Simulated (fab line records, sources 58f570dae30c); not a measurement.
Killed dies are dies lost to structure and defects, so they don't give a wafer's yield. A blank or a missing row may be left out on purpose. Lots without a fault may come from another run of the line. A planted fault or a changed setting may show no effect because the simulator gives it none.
Problem report in the 8D (eight disciplines) form, filled by code | flow berkeley_cmos170 | the parts of the form that need people (team, actions taken, sign-off) are left out

1. THE PROBLEM
chamber_pressure_mTorr at UCB170_CONTACT_ETCH_17 reads a mean of 24.003 mTorr on 6 wafers of 2 lots; wafers without a fault read 30.000 mTorr with a standard deviation of 0.026. That is -99 or more standard deviations from the usual mean.
The step: etches BARC in N2/H2.
First seen on wafer L459.3, day 10 08:57, on rie_diel-01. The record holds 42 wafers of 14 lots with a number at this step. Rule for "out", or "out of limits": more than 4 standard deviations from the usual mean. The other wafers with a number count as sound.

2. WHAT IT IS AND WHAT IT IS NOT
question                    | is                     | is not
which readings at this step | chamber_pressure_mTorr | drypump_motor_current_A, throttle_valve_pct
which lots                  | L459, L462             | L444, L445, L446, L447, L449, L450, L451, L456, L457, L458, L461, L466
which wafers of those lots  | all that have a number | -
read on which tools         | rie_diel-01            | rie_diel-02, rie_diel-03
when                        | from day 10 08:57      | up to then (27 sound wafers); but 9 sound wafers of L458, L461, L466 came after

3. SUSPECTS, AND WHAT RULES EACH OUT
Counting: a tool at a process step up to the reading stays a suspect if it ran every lot that is out and no sound lot after the first of them.
- rie_diel-01 at UCB170_CONTACT_ETCH_17 (etches BARC in N2/H2): kept. It ran every lot that is out, first L459 (day 10 08:57), and no sound lot after that; its last sound lot up to then is L457 (day 9 20:13). Its own readings are out on those wafers: chamber_pressure_mTorr.
Left after counting: rie_diel-01 at UCB170_CONTACT_ETCH_17.

4. THE CAUSE (what the simulator had put in)
Process parameter drift: rie_diel-01, from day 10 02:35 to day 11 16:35, at UCB170_CONTACT_ETCH_17. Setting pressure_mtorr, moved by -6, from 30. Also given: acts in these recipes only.
Counting left only this tool.

5. THE CHAIN OF EFFECTS, in route order
Each row: a reading whose mean over the struck wafers that have a number lies more than 3 standard deviations from the usual. Only readings for which the record gives a usual standard deviation are gone through. hours: the time from each lot's start at the first step in this table that gives one to its start at this step, as a median over the lots. sigmas: the change in usual standard deviations.
hours | step                   | reading                | usual        | on struck wafers | change | sigmas
0     | UCB170_CONTACT_ETCH_17 | chamber_pressure_mTorr | 30.000 mTorr | 24.003           | -5.997 | -99 or more
The process steps in it:
- UCB170_CONTACT_ETCH_17: etches BARC in N2/H2.

6. WHAT WOULD HAVE CAUGHT IT SOONER
In this record the first reading out of limits was taken at day 10 08:57, 6 hours after the fault began at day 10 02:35.
